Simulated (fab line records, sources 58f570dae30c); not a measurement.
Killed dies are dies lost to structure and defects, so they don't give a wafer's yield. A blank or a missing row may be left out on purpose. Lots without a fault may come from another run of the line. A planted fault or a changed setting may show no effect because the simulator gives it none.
Split-lot experiment | flow berkeley_cmos170 | 5 lots, 23 wafers read, on a route of 331 steps

THE SPLIT
At UCB170_FIELD_OXIDATION_01 (target thk 558.3 nm, ox time 7200 s), the setting ox_time_s was moved away from the recipe's 7200 s on 15 of the 23 wafers read, by -10.3% to +12.6%. The other wafers ran this setting at the recipe's value.

The reading is taken at the split's own step.

THE READING
SiO2_of_FIELD_OXIDATION_01.thk_nm (the simulator's own value, which no gauge read), in nm, at UCB170_FIELD_OXIDATION_01 (target thk 558.3 nm, ox time 7200 s). The file gives no usual value for it. The 8 wafers here that ran the recipe average 572.1 nm, standard deviation 17 nm.

wafer  | tool, chamber at the split | ox_time_s as run, s | against the recipe | SiO2_of_FIELD_OXIDATION_01.thk_nm, nm | against lot-mates on the recipe
L076.1 | -, -                       | 6457                | -10.3%             | 534.3                                 | no lot-mate on the recipe
L076.2 | -, -                       | 6457                | -10.3%             | 525.4                                 | no lot-mate on the recipe
L076.4 | -, -                       | 6457                | -10.3%             | 521.8                                 | no lot-mate on the recipe
L076.5 | -, -                       | 6457                | -10.3%             | 528.3                                 | no lot-mate on the recipe
L076.6 | -, -                       | 6457                | -10.3%             | 532.3                                 | no lot-mate on the recipe
L078.1 | furnace-04, 0              | 7200                | recipe             | 547.5                                 | -
L078.3 | furnace-04, 0              | 7200                | recipe             | 556.3                                 | -
L078.5 | furnace-04, 0              | 7200                | recipe             | 549                                   | -
L080.1 | -, -                       | 8109                | +12.6%             | 616.9                                 | no lot-mate on the recipe
L080.2 | -, -                       | 8109                | +12.6%             | 616.3                                 | no lot-mate on the recipe
L080.3 | -, -                       | 8109                | +12.6%             | 620.3                                 | no lot-mate on the recipe
L080.4 | -, -                       | 8109                | +12.6%             | 619.7                                 | no lot-mate on the recipe
L080.5 | -, -                       | 8109                | +12.6%             | 615.2                                 | no lot-mate on the recipe
L082.1 | -, -                       | 6612                | -8.2%              | 535.3                                 | no lot-mate on the recipe
L082.2 | -, -                       | 6612                | -8.2%              | 551.3                                 | no lot-mate on the recipe
L082.4 | -, -                       | 6612                | -8.2%              | 539                                   | no lot-mate on the recipe
L082.5 | -, -                       | 6612                | -8.2%              | 540.8                                 | no lot-mate on the recipe
L082.6 | -, -                       | 6612                | -8.2%              | 545.1                                 | no lot-mate on the recipe
L084.1 | -, -                       | 7200                | recipe             | 581.1                                 | -
L084.2 | -, -                       | 7200                | recipe             | 587.8                                 | -
L084.4 | -, -                       | 7200                | recipe             | 577.6                                 | -
L084.5 | -, -                       | 7200                | recipe             | 589                                   | -
L084.6 | -, -                       | 7200                | recipe             | 588.3                                 | -

THE FIT
A straight line over all 23 wafers: SiO2_of_FIELD_OXIDATION_01.thk_nm changes by +3.8 nm for each +1% of ox_time_s; r = +0.95; the points scatter about the line by 11 nm.
Too few moved wafers have a lot-mate on the recipe to fit a line with each lot's own level taken away.

THE FILE'S OWN FIT
SiO2_of_FIELD_OXIDATION_01.thk_nm changes by +3.8 nm for each +1% of ox_time_s, r = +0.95.
